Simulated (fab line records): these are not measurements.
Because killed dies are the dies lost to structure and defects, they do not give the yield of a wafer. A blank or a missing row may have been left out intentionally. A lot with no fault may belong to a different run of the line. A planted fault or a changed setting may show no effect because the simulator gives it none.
fab line records :: flow ritCmos
[record]
  lots = 4
  wafers = 12
  lastDay = 7
route steps=202 shown SDANNEAL@156 SILICIDE@161 CONTACT@168 M1@184
lots untouched by any fault: they come from a run of this same line in which no faults occurred
startH: start of the lot's first displayed wafer, in hours after the record's first day :: waitH: hours elapsed since this lot's preceding step :: " the same as in the row above :: L1.1+2: several wafers, shown together as one row :: - no value present, or no start provided :: * or withheld: withheld :: < > ~ a bound
route shown NAME@n: NAME is a module with steps in the file, n the number in the route of the first one :: usual: the fault-free wafers' mean and standard deviation :: same: alike in all rows :: chamber/n: place in a boat :: sites: per-site readings :: _std_site: the standard deviation of these :: _edge_site: the outer-site mean with the inner-site mean subtracted :: radiusMm: how far each site lies from the wafer's centre :: mask NAME#n: copy n :: behind: tool/chamber where the wafer was last shaped :: hold: why the lot went on hold/how many hours it stayed there/how the hold came to an end :: device: transistor that didn't switch, given as n, p or np :: end of line: tests of these same wafers at the route's end :: a step given without rows: its recipe and nothing more :: killed: not the wafer's yield, but the dies lost to structure and defects at the first sort :: map: per-die view of a wafer (x killed, . not killed, _ where there is no die)
set.NAME: the setting the step ran with; set.NAME@STEP: the setting that earlier step ran with :: model.NAME: the simulator's own value behind a step, which no gauge read
lots at selected steps of the route; one table per step, one row per wafer
services: when a tool's chamber went out of use (startH, in hours from the record's first day, below 0 if earlier), for how many hours, and the reason
[[steps]]
[step RIT_SDANNEAL_RTA_03]
[recipe]
  tempC = 1050
  timeS = 5
  idleTempC = 600
  rampUpCPerS = 342
  rampDownCPerS = 171
  coolToC = 600
  ambient = N2
[step RIT_SILICIDE_WET_ETCH_00]
[recipe]
  chemistry = BOE
  target = SiO2
  targetDepthNm = 14
  timeS = 15
  dry = n2Spin
  dilution = 10:1
  tempC = 21.5
[step RIT_SILICIDE_SPUTTER_01]
[recipe]
  material = Ti
  targetThkNm = 30
  powerW = 350
  chamberPressurePa = 0.667
  gas = Ar
  timeS = 240
  substrateTempC = 25
[step RIT_SILICIDE_RTA_04]
[recipe]
  tempC = 650
  timeS = 10
  idleTempC = 25
  rampUpS = 5
  rampDownS = 5
  coolToC = 25
  ambient = N2
[step RIT_SILICIDE_WET_ETCH_05]
[recipe]
  chemistry = SPM
  target = Ti
  tempC = 90
  timeS = 120
  dry = n2Spin
[step RIT_SILICIDE_RTA_06]
[recipe]
  tempC = 750
  timeS = 10
  idleTempC = 25
  rampUpS = 5
  rampDownS = 10
  coolToC = 25
  ambient = N2
[step RIT_CONTACT_CVD_00]
[recipe]
  material = SiO2
  targetThkNm = 400
  precursor = TEOS
  tempC = 390
  timeS = 61
  rfW = 400
[usual]
  heaterPowerW = 331/80
  rfFwdPowerW = 396.8/1.3
lot.wafer: L372.1
tool: pecvd-03
chamber: 0
startH: 76.43
waitH: 0.1
heaterPowerW: 220
rfFwdPowerW: 395.0
model.SiO2_of_CONTACT_CVD_00.thkNm: 393

lot.wafer: L372.2
tool: pecvd-03
chamber: 1
startH: 76.43
waitH: 0.1
heaterPowerW: 478
rfFwdPowerW: 398.9
model.SiO2_of_CONTACT_CVD_00.thkNm: 391.8

lot.wafer: L372.3
tool: pecvd-03
chamber: 2
startH: 76.43
waitH: 0.1
heaterPowerW: 376
rfFwdPowerW: 395.2
model.SiO2_of_CONTACT_CVD_00.thkNm: 397.9

lot.wafer: L384.2
tool: pecvd-03
chamber: 1
startH: 132.19
waitH: 0.0
heaterPowerW: 387
rfFwdPowerW: 557.1
model.SiO2_of_CONTACT_CVD_00.thkNm: 441.5

lot.wafer: L384.4
tool: pecvd-03
chamber: 0
startH: 132.19
waitH: 0.0
heaterPowerW: 188
rfFwdPowerW: 555.6
model.SiO2_of_CONTACT_CVD_00.thkNm: 444.5

lot.wafer: L384.6
tool: pecvd-03
chamber: 0
startH: 132.19
waitH: 0.0
heaterPowerW: 203
rfFwdPowerW: 558.6
model.SiO2_of_CONTACT_CVD_00.thkNm: 443.9

lot.wafer: L387.1
tool: pecvd-03
chamber: 0
startH: 150.23
waitH: 0.1
heaterPowerW: 190
rfFwdPowerW: 555.6
model.SiO2_of_CONTACT_CVD_00.thkNm: 435.7

lot.wafer: L387.5
tool: pecvd-03
chamber: 1
startH: 150.23
waitH: 0.1
heaterPowerW: 300
rfFwdPowerW: 557.0
model.SiO2_of_CONTACT_CVD_00.thkNm: 444.6

lot.wafer: L387.6
tool: pecvd-03
chamber: 2
startH: 150.23
waitH: 0.1
heaterPowerW: 374
rfFwdPowerW: 554.4
model.SiO2_of_CONTACT_CVD_00.thkNm: 449.8

lot.wafer: L391.2
tool: pecvd-04
chamber: 1
startH: 167.28
waitH: 0.0
heaterPowerW: 324
rfFwdPowerW: 398.0
model.SiO2_of_CONTACT_CVD_00.thkNm: 397.9

lot.wafer: L391.5
tool: pecvd-04
chamber: 0
startH: 167.28
waitH: 0.0
heaterPowerW: 386
rfFwdPowerW: 397.9
model.SiO2_of_CONTACT_CVD_00.thkNm: 406.7

lot.wafer: L391.6
tool: pecvd-04
chamber: 1
startH: 167.28
waitH: 0.0
heaterPowerW: 338
rfFwdPowerW: 397.9
model.SiO2_of_CONTACT_CVD_00.thkNm: 411.2
[step RIT_CONTACT_THK_MEAS_01]
[recipe]
  reads = SiO2_of_CONTACT_CVD_00
[usual]
  CONTACT_TEOS_THK = 401/4.9
lot.wafer: L372.1
tool: filmMetro-04
chamber: -
startH: 76.48
waitH: 0.0
CONTACT_TEOS_THK[nm]: 394

lot.wafer: L372.2
tool: filmMetro-04
chamber: -
startH: 76.48
waitH: 0.0
CONTACT_TEOS_THK[nm]: 391

lot.wafer: L372.3
tool: filmMetro-04
chamber: -
startH: 76.48
waitH: 0.0
CONTACT_TEOS_THK[nm]: 398

lot.wafer: L384.2
tool: filmMetro-04
chamber: -
startH: 132.28
waitH: 0.1
CONTACT_TEOS_THK[nm]: 442

lot.wafer: L384.4
tool: filmMetro-04
chamber: -
startH: 132.28
waitH: 0.1
CONTACT_TEOS_THK[nm]: 444

lot.wafer: L384.6
tool: filmMetro-04
chamber: -
startH: 132.28
waitH: 0.1
CONTACT_TEOS_THK[nm]: 444

lot.wafer: L387.1
tool: filmMetro-01
chamber: -
startH: 150.28
waitH: 0.0
CONTACT_TEOS_THK[nm]: 435

lot.wafer: L387.5
tool: filmMetro-01
chamber: -
startH: 150.28
waitH: 0.0
CONTACT_TEOS_THK[nm]: 445

lot.wafer: L387.6
tool: filmMetro-01
chamber: -
startH: 150.28
waitH: 0.0
CONTACT_TEOS_THK[nm]: 449

lot.wafer: L391.2
tool: filmMetro-01
chamber: -
startH: 167.34
waitH: 0.0
CONTACT_TEOS_THK[nm]: 398

lot.wafer: L391.5
tool: filmMetro-01
chamber: -
startH: 167.34
waitH: 0.0
CONTACT_TEOS_THK[nm]: 407

lot.wafer: L391.6
tool: filmMetro-01
chamber: -
startH: 167.34
waitH: 0.0
CONTACT_TEOS_THK[nm]: 411
[step RIT_CONTACT_HMDS_02]
[recipe]
  primeTimeS = 60
  primeTempC = 140
[step RIT_CONTACT_COAT_03]
[recipe]
  resist = NOVOLAK
  spinRpm = 3250
  resistThkNm = 1000
[step RIT_CONTACT_SOFTBAKE_04]
[recipe]
  resist = NOVOLAK
  tempC = 90
  timeS = 60
[step RIT_CONTACT_EXPOSE_05]
[recipe]
  maskId = M11
  na = 0.6
  sourceShape = conventional
  sigmaOuter = 0.5
  targetCdNm = 1000
  doseMj = 250
[step RIT_CONTACT_PEB_06]
[recipe]
  resist = NOVOLAK
  tempC = withheld
  timeS = withheld
[step RIT_CONTACT_DEVELOP_07]
[recipe]
  resist = NOVOLAK
  developTimeS = 120
  devTempC = 23
[step RIT_CONTACT_HARDBAKE_10]
[recipe]
  resist = NOVOLAK
  tempC = 140
  timeS = 60
[step RIT_CONTACT_ETCH_11]
[recipe]
  targetDepthA = 4800
  overEtchFrac = 0.2
  stopOn = TiSi2
  chemistry = CHF3/CF4/Ar
  target = SiO2
  CHF3_flow_sccm = 50
  cf4FlowSccm = 10
  Ar_flow_sccm = 100
  O2_flow_sccm = 5
  pressureMtorr = 100
  rfW = 200
  timeS = 320
[usual]
  cf4FlowSccm = 10.002/0.029
  drypumpMotorCurrentA = 5.7/0.51
  oesProductAu = 1.006/0.014
  throttleValvePct = 8.85/0.085
lot.wafer: L372.1
tool: rieDiel-01
chamber: 1
startH: 77.81
waitH: 0.1
cf4FlowSccm: 10.012
drypumpMotorCurrentA: 5.0
oesProductAu: 1.006
rfHoursCounterH: 4
throttleValvePct: 8.93
model.etch.depthNm: 393
model.CONTACT.featureDepthNm: 393

lot.wafer: L372.2
tool: rieDiel-01
chamber: 3
startH: 77.81
waitH: 0.1
cf4FlowSccm: 10.021
drypumpMotorCurrentA: 6.1
oesProductAu: 1.014
rfHoursCounterH: 73
throttleValvePct: 8.90
model.etch.depthNm: 391.8
model.CONTACT.featureDepthNm: 391.8

lot.wafer: L372.3
tool: rieDiel-01
chamber: 0
startH: 77.81
waitH: 0.1
cf4FlowSccm: 10.000
drypumpMotorCurrentA: 5.8
oesProductAu: 1.007
rfHoursCounterH: 7
throttleValvePct: 8.87
model.etch.depthNm: 397.9
model.CONTACT.featureDepthNm: 397.9

lot.wafer: L384.2
tool: rieDiel-03
chamber: 0
startH: 133.73
waitH: 0.1
cf4FlowSccm: 10.020
drypumpMotorCurrentA: 6.3
oesProductAu: 1.001
rfHoursCounterH: 144
throttleValvePct: 8.74
model.etch.depthNm: 441.5
model.CONTACT.featureDepthNm: 441.5

lot.wafer: L384.4
tool: rieDiel-03
chamber: 3
startH: 133.73
waitH: 0.1
cf4FlowSccm: 10.007
drypumpMotorCurrentA: 4.8
oesProductAu: 1.000
rfHoursCounterH: 33
throttleValvePct: 8.96
model.etch.depthNm: 444.5
model.CONTACT.featureDepthNm: 444.5

lot.wafer: L384.6
tool: rieDiel-03
chamber: 0
startH: 133.73
waitH: 0.1
cf4FlowSccm: 10.020
drypumpMotorCurrentA: 6.3
oesProductAu: 1.000
rfHoursCounterH: -
throttleValvePct: 8.75
model.etch.depthNm: 443.9
model.CONTACT.featureDepthNm: 443.9

lot.wafer: L387.1
tool: rieDiel-02
chamber: 1
startH: 151.74
waitH: 0.1
cf4FlowSccm: 9.975
drypumpMotorCurrentA: 5.9
oesProductAu: 0.979
rfHoursCounterH: 114
throttleValvePct: 8.79
model.etch.depthNm: 435.7
model.CONTACT.featureDepthNm: 435.7

lot.wafer: L387.5
tool: rieDiel-02
chamber: 3
startH: 151.74
waitH: 0.1
cf4FlowSccm: 9.979
drypumpMotorCurrentA: 6.1
oesProductAu: 1.012
rfHoursCounterH: -
throttleValvePct: 8.87
model.etch.depthNm: 444.6
model.CONTACT.featureDepthNm: 444.6

lot.wafer: L387.6
tool: rieDiel-02
chamber: 0
startH: 151.74
waitH: 0.1
cf4FlowSccm: 10.015
drypumpMotorCurrentA: 6.1
oesProductAu: 1.033
rfHoursCounterH: -
throttleValvePct: 8.96
model.etch.depthNm: 449.8
model.CONTACT.featureDepthNm: 449.8

lot.wafer: L391.2
tool: rieDiel-03
chamber: 0
startH: 168.79
waitH: 0.1
cf4FlowSccm: 9.980
drypumpMotorCurrentA: 6.3
oesProductAu: 0.997
rfHoursCounterH: 145
throttleValvePct: 8.74
model.etch.depthNm: 397.9
model.CONTACT.featureDepthNm: 397.9

lot.wafer: L391.5
tool: rieDiel-03
chamber: 0
startH: 168.79
waitH: 0.1
cf4FlowSccm: 9.939
drypumpMotorCurrentA: 6.3
oesProductAu: 0.988
rfHoursCounterH: -
throttleValvePct: 8.76
model.etch.depthNm: 406.7
model.CONTACT.featureDepthNm: 406.7

lot.wafer: L391.6
tool: rieDiel-03
chamber: 3
startH: 168.79
waitH: 0.1
cf4FlowSccm: 10.009
drypumpMotorCurrentA: 4.8
oesProductAu: 1.002
rfHoursCounterH: -
throttleValvePct: 8.94
model.etch.depthNm: 411.2
model.CONTACT.featureDepthNm: 411.2
[step RIT_CONTACT_STRIP_12]
[recipe]
  chemistry = O2
  timeS = 180
  resist = NOVOLAK
  platenTempC = withheld
  powerW = 500
  pressureMtorr = 4000
  o2FlowSccm = 4000
[step RIT_CONTACT_CLEAN_13]
[recipe]
  chemistry = SC1
  mix = 3:3:50
  timeS = 600
  tempC = 75
[step RIT_CONTACT_CLEAN_14]
[recipe]
  chemistry = SC2
  mix = 3:3:50
  timeS = 600
  tempC = 75
  dry = n2Spin
[step RIT_M1_SPUTTER_00]
[recipe]
  material = Al
  targetThkNm = 400
  powerW = 2000
  chamberPressurePa = 0.4
  gas = Ar
  timeS = 500
  substrateTempC = 25
[step RIT_M1_HMDS_03]
[recipe]
  primeTimeS = 60
  primeTempC = 140
[step RIT_M1_COAT_04]
[recipe]
  resist = NOVOLAK
  spinRpm = 2000
  resistThkNm = 1300
[step RIT_M1_SOFTBAKE_05]
[recipe]
  resist = NOVOLAK
  tempC = 90
  timeS = 60
[step RIT_M1_EXPOSE_06]
[recipe]
  maskId = M12
  na = 0.6
  sourceShape = conventional
  sigmaOuter = 0.5
  targetCdNm = 2600
  doseMj = 250
[step RIT_M1_PEB_07]
[recipe]
  resist = NOVOLAK
  tempC = withheld
  timeS = withheld
[step RIT_M1_DEVELOP_08]
[recipe]
  resist = NOVOLAK
  developTimeS = 68
  devTempC = 23
[step RIT_M1_HARDBAKE_11]
[recipe]
  resist = NOVOLAK
  tempC = 140
  timeS = 120
[step RIT_M1_METAL_ETCH_12]
[recipe]
  stopOn = SiO2
  chemistry = Cl2/BCl3
  target = Al
  timeS = 165
  overEtchFrac = 0.5
  pressureMtorr = 100
  targetDepthA = 6000
  rfW = 250
  Cl2_flow_sccm = 60
  bcl3FlowSccm = 50
[usual]
  drypumpMotorCurrentA = 5.53/0.3
  heBacksideLeakSccm = 3.31/0.19
  oesProductAu = 0.781/0.014
  throttleValvePct = 8.23/0.07
lot.wafer: L372.1
tool: rieMetal-02
chamber: 1
startH: 80.54
waitH: 0.2
drypumpMotorCurrentA: 5.25
heBacksideLeakSccm: 3.59
oesProductAu: 0.767
rfHoursCounterH: 35
throttleValvePct: 8.30
model.SiO2_of_CONTACT_CVD_00.thkNm: 356.6

lot.wafer: L372.2
tool: rieMetal-02
chamber: 1
startH: 80.54
waitH: 0.2
drypumpMotorCurrentA: 5.25
heBacksideLeakSccm: 3.39
oesProductAu: 0.774
rfHoursCounterH: -
throttleValvePct: 8.29
model.SiO2_of_CONTACT_CVD_00.thkNm: 355.5

lot.wafer: L372.3
tool: rieMetal-02
chamber: 1
startH: 80.54
waitH: 0.2
drypumpMotorCurrentA: 5.26
heBacksideLeakSccm: 3.69
oesProductAu: 0.786
rfHoursCounterH: -
throttleValvePct: 8.31
model.SiO2_of_CONTACT_CVD_00.thkNm: 361.5

lot.wafer: L384.2
tool: rieMetal-04
chamber: 1
startH: 136.57
waitH: 0.2
drypumpMotorCurrentA: 5.30
heBacksideLeakSccm: 3.17
oesProductAu: 0.794
rfHoursCounterH: 3
throttleValvePct: 8.29
model.SiO2_of_CONTACT_CVD_00.thkNm: 406.1

lot.wafer: L384.4
tool: rieMetal-04
chamber: 1
startH: 136.57
waitH: 0.2
drypumpMotorCurrentA: 5.27
heBacksideLeakSccm: 3.03
oesProductAu: 0.792
rfHoursCounterH: -
throttleValvePct: 8.25
model.SiO2_of_CONTACT_CVD_00.thkNm: 409

lot.wafer: L384.6
tool: rieMetal-04
chamber: 0
startH: 136.57
waitH: 0.2
drypumpMotorCurrentA: 5.35
heBacksideLeakSccm: 3.26
oesProductAu: 0.809
rfHoursCounterH: -
throttleValvePct: 8.21
model.SiO2_of_CONTACT_CVD_00.thkNm: 407

lot.wafer: L387.1
tool: rieMetal-01
chamber: 1
startH: 154.41
waitH: 0.2
drypumpMotorCurrentA: 5.95
heBacksideLeakSccm: 3.30
oesProductAu: 0.770
rfHoursCounterH: 6
throttleValvePct: 8.14
model.SiO2_of_CONTACT_CVD_00.thkNm: 399.4

lot.wafer: L387.5
tool: rieMetal-01
chamber: 1
startH: 154.41
waitH: 0.2
drypumpMotorCurrentA: 5.96
heBacksideLeakSccm: 3.27
oesProductAu: 0.783
rfHoursCounterH: -
throttleValvePct: 8.13
model.SiO2_of_CONTACT_CVD_00.thkNm: 408.1

lot.wafer: L387.6
tool: rieMetal-01
chamber: 0
startH: 154.41
waitH: 0.2
drypumpMotorCurrentA: 5.54
heBacksideLeakSccm: 3.48
oesProductAu: 0.767
rfHoursCounterH: -
throttleValvePct: 8.27
model.SiO2_of_CONTACT_CVD_00.thkNm: 414.2

lot.wafer: L391.2
tool: rieMetal-04
chamber: 0
startH: 171.75
waitH: 0.2
drypumpMotorCurrentA: 5.32
heBacksideLeakSccm: 3.31
oesProductAu: 0.812
rfHoursCounterH: 3
throttleValvePct: 8.22
model.SiO2_of_CONTACT_CVD_00.thkNm: 361

lot.wafer: L391.5
tool: rieMetal-04
chamber: 0
startH: 171.75
waitH: 0.2
drypumpMotorCurrentA: 5.34
heBacksideLeakSccm: 3.24
oesProductAu: 0.812
rfHoursCounterH: -
throttleValvePct: 8.21
model.SiO2_of_CONTACT_CVD_00.thkNm: 369.8

lot.wafer: L391.6
tool: rieMetal-04
chamber: 1
startH: 171.75
waitH: 0.2
drypumpMotorCurrentA: 5.27
heBacksideLeakSccm: 3.06
oesProductAu: 0.781
rfHoursCounterH: -
throttleValvePct: 8.27
model.SiO2_of_CONTACT_CVD_00.thkNm: 375.5
[step RIT_M1_STRIP_13]
[recipe]
  chemistry = nmp
  resist = NOVOLAK
  tempC = 80
  timeS = 600
  dry = n2Spin
[step RIT_M1_PROBE_99]
[usual]
  killedAtContacts = 0.1/0.37
  killedAtFrontEnd = 6.9/2.9
  killedDies = 7.1/2.9
  killedOpen = 3.3/1.8
  killedShort = 3.6/2.2
[same]
  grossDies = 264
  killed_at_M0_to_M3 = 0
  killed_at_M4_up = 0
  killedAtBackSide = 0
  killedAtOther = 0
lot.wafer: L372.1
tool: prober-02
chamber: -
startH: 82.95
waitH: 0.1
killedAtContacts: 0
killedAtFrontEnd: 7
killedDies: 7
killedOpen: 2
killedShort: 5
model.etest.fieldPMetal.vtV: -28.41
model.etest.antennaContact.vtShiftV: -0.01395

lot.wafer: L372.2
tool: prober-02
chamber: -
startH: 83.00
waitH: 0.1
killedAtContacts: 0
killedAtFrontEnd: 15
killedDies: 15
killedOpen: 10
killedShort: 5
model.etest.fieldPMetal.vtV: -28.22
model.etest.antennaContact.vtShiftV: -0.01666

lot.wafer: L372.3
tool: prober-02
chamber: -
startH: 83.05
waitH: 0.2
killedAtContacts: 0
killedAtFrontEnd: 3
killedDies: 3
killedOpen: 1
killedShort: 2
model.etest.fieldPMetal.vtV: -28.79
model.etest.antennaContact.vtShiftV: -0.0114

lot.wafer: L384.2
tool: prober-02
chamber: -
startH: 138.89
waitH: 0.1
killedAtContacts: 0
killedAtFrontEnd: 10
killedDies: 10
killedOpen: 4
killedShort: 6
model.etest.fieldPMetal.vtV: -33.97
model.etest.antennaContact.vtShiftV: -0.003605

lot.wafer: L384.4
tool: prober-02
chamber: -
startH: 138.99
waitH: 0.2
killedAtContacts: 0
killedAtFrontEnd: 6
killedDies: 6
killedOpen: 2
killedShort: 4
model.etest.fieldPMetal.vtV: -33.5
model.etest.antennaContact.vtShiftV: -0.005523

lot.wafer: L384.6
tool: prober-02
chamber: -
startH: 139.09
waitH: 0.2
killedAtContacts: 1
killedAtFrontEnd: 5
killedDies: 6
killedOpen: 3
killedShort: 2
model.etest.fieldPMetal.vtV: -34.1
model.etest.antennaContact.vtShiftV: -0.008026

lot.wafer: L387.1
tool: prober-01
chamber: -
startH: 156.66
waitH: 0.1
killedAtContacts: 0
killedAtFrontEnd: 5
killedDies: 5
killedOpen: 2
killedShort: 3
model.etest.fieldPMetal.vtV: -31.72
model.etest.antennaContact.vtShiftV: -0.004397

lot.wafer: L387.5
tool: prober-01
chamber: -
startH: 156.86
waitH: 0.2
killedAtContacts: 0
killedAtFrontEnd: 15
killedDies: 15
killedOpen: 7
killedShort: 8
model.etest.fieldPMetal.vtV: -31.72
model.etest.antennaContact.vtShiftV: -0.005768

lot.wafer: L387.6
tool: prober-01
chamber: -
startH: 156.91
waitH: 0.2
killedAtContacts: 2
killedAtFrontEnd: 8
killedDies: 10
killedOpen: 3
killedShort: 5
model.etest.fieldPMetal.vtV: -32.28
model.etest.antennaContact.vtShiftV: -0.005053

lot.wafer: L391.2
tool: prober-01
chamber: -
startH: 174.23
waitH: 0.1
killedAtContacts: 0
killedAtFrontEnd: 9
killedDies: 9
killedOpen: 7
killedShort: 2
model.etest.fieldPMetal.vtV: -28.59
model.etest.antennaContact.vtShiftV: -0.01289

lot.wafer: L391.5
tool: prober-01
chamber: -
startH: 174.38
waitH: 0.2
killedAtContacts: 0
killedAtFrontEnd: 9
killedDies: 9
killedOpen: 4
killedShort: 5
model.etest.fieldPMetal.vtV: -29.31
model.etest.antennaContact.vtShiftV: -0.006213

lot.wafer: L391.6
tool: prober-01
chamber: -
startH: 174.43
waitH: 0.2
killedAtContacts: 0
killedAtFrontEnd: 7
killedDies: 7
killedOpen: 2
killedShort: 5
model.etest.fieldPMetal.vtV: -29.3
model.etest.antennaContact.vtShiftV: -0.01105
// killed by level:class
L372.1 FOX1:geometricParticle:short=3 FOX1:geometricParticle:open=2 GATE:geometricParticle:short=1 REOX:geometricParticle:short=1
L372.2 FOX1:geometricParticle:short=4 GATE:geometricParticle:open=4 FOX1:geometricParticle:open=2 REOX:geometricParticle:open=2 FOX2:geometricParticle:open=1 GATE:geometricParticle:short=1 SPACER:geometricParticle:open=1
L372.3 FOX1:geometricParticle:short=1 FOX1:geometricParticle:open=1 GATE:geometricParticle:short=1
L384.2 FOX1:geometricParticle:short=3 GATE:geometricParticle:short=2 FOX1:geometricParticle:open=1 GATE:geometricParticle:open=1 REOX:geometricParticle:open=1 REOX:geometricParticle:short=1 SILICIDE:geometricParticle:open=1
L384.4 SILICIDE:geometricParticle:short=2 FOX1:geometricParticle:open=1 FOX1:geometricParticle:short=1 GATE:geometricParticle:short=1 REOX:geometricParticle:open=1
L384.6 FOX1:geometricParticle:open=2 GATE:geometricParticle:short=1 GATE:geometricParticle:open=1 REOX:geometricParticle:short=1 CONTACT:areaEtch=1
L387.1 GATE:geometricParticle:short=2 FOX2:geometricParticle:open=1 FOX2:geometricParticle:short=1 GATE:geometricParticle:open=1
L387.5 REOX:geometricParticle:open=3 GATE:geometricParticle:open=2 GATE:geometricParticle:short=2 REOX:geometricParticle:short=2 SILICIDE:geometricParticle:open=2 SILICIDE:geometricParticle:short=2 FOX1:geometricParticle:short=1 FOX2:geometricParticle:short=1
L387.6 FOX1:geometricParticle:open=2 SILICIDE:geometricParticle:short=2 CONTACT:coatMicrobubblePrinted=2 FOX1:geometricParticle:short=1 FOX2:geometricParticle:short=1 GATE:geometricParticle:open=1 SPACER:geometricParticle:short=1
L391.2 GATE:geometricParticle:open=3 REOX:geometricParticle:open=2 FOX1:geometricParticle:open=1 FOX2:geometricParticle:short=1 GATE:geometricParticle:short=1 SILICIDE:geometricParticle:open=1
L391.5 FOX1:geometricParticle:short=3 REOX:geometricParticle:open=2 FOX1:geometricParticle:open=1 GATE:geometricParticle:short=1 REOX:geometricParticle:short=1 SPACER:geometricParticle:open=1
L391.6 FOX1:geometricParticle:short=1 GATE:geometricParticle:open=1 GATE:geometricParticle:short=1 SPACER:geometricParticle:short=1 SILICIDE:geometricParticle:short=1 SILICIDE:geometricParticle:open=1 STARTING-WAFER:geometricParticle:short=1
[[services]]
tool: pecvd-03
chamber: -
startH: 53.14
hours: 2.8
kind: pm

tool: rieMetal-04
chamber: -
startH: 55.02
hours: 14.6
kind: pm

tool: rieDiel-01
chamber: 2
startH: 64.01
hours: -
kind: clean

tool: rieDiel-01
chamber: 2
startH: 64.01
hours: 20.8
kind: scheduledDown

tool: rieDiel-01
chamber: 2
startH: 64.01
hours: 20.8
kind: ventCycle

tool: rieDiel-02
chamber: 2
startH: 71.91
hours: 6.0
kind: repair

tool: rieMetal-02
chamber: 0
startH: 77.82
hours: 49.2
kind: repair

tool: rieMetal-04
chamber: -
startH: 99.07
hours: 21.9
kind: repair

tool: rieDiel-03
chamber: 0
startH: 101.25
hours: 13.4
kind: repair

tool: pecvd-04
chamber: 1
startH: 102.22
hours: 4.3
kind: repair

tool: rieMetal-02
chamber: 1
startH: 113.30
hours: 3.3
kind: repair

tool: rieDiel-01
chamber: 3
startH: 115.03
hours: 3.0
kind: repair

tool: rieDiel-02
chamber: 2
startH: 119.83
hours: 2.5
kind: repair

tool: pecvd-03
chamber: 2
startH: 126.80
hours: 15.0
kind: repair

tool: rieMetal-01
chamber: 1
startH: 132.65
hours: 2.8
kind: repair

tool: rieMetal-02
chamber: -
startH: 136.12
hours: 20.0
kind: pm

tool: rieMetal-02
chamber: 0
startH: 136.12
hours: 20.0
kind: ventCycle

tool: rieMetal-02
chamber: 1
startH: 136.12
hours: 20.0
kind: ventCycle

tool: rieMetal-02
chamber: -
startH: 156.12
hours: 1.4
kind: pm

tool: rieMetal-02
chamber: 0
startH: 156.12
hours: -
kind: clean

tool: rieMetal-02
chamber: 1
startH: 156.12
hours: -
kind: clean

tool: rieDiel-02
chamber: -
startH: 168.85
hours: 1.2
kind: repair
[[key]]
[firstSign]
  step = RIT_CONTACT_CVD_00
  reading = rfFwdPowerW
  direction = up
  sigmas = 99+
  usual = 396.8
  struck = 556.4
[effect]
  step = RIT_CONTACT_THK_MEAS_01
  reading = CONTACT_TEOS_THK
  direction = up
  sigmas = 8.6
  usual = 401
  struck = 443
[modelEffect]
  step = RIT_CONTACT_CVD_00
  value = SiO2_of_CONTACT_CVD_00.thkNm
  without = 400.8
  struck = 443.3
[modelEffect]
  step = RIT_CONTACT_ETCH_11
  value = etch.depthNm
  without = 400.8
  struck = 443.3
[modelEffect]
  step = RIT_M1_METAL_ETCH_12
  value = SiO2_of_CONTACT_CVD_00.thkNm
  without = 364.8
  struck = 407.3
[modelEffect]
  step = RIT_M1_PROBE_99
  value = etest.fieldPMetal.vtV
  without = -30.62
  struck = -32.88
metAt RIT_CONTACT_CVD_00
struckWafers L384.2,L384.4,L384.6,L387.1,L387.5,L387.6
testerLeftOut L384,L387
onsetBetween 76.43 132.19
[fault]
  kind = processParameterDrift
  tool = pecvd-03
  chamber = -
  onsetH = 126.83
  steps = RIT_CONTACT_CVD_00
  channel = rfW
  offset = 160
  shape = step
  endH = 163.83
  stated = 400
// testerLeftOut: of these lots the tester's yield and bins aren't shown, on N5 and GAA mostly nor the transistor test; their killed dies are dies lost to structure and defects alone, not to doping, threshold or leakage, so they don't give the yield
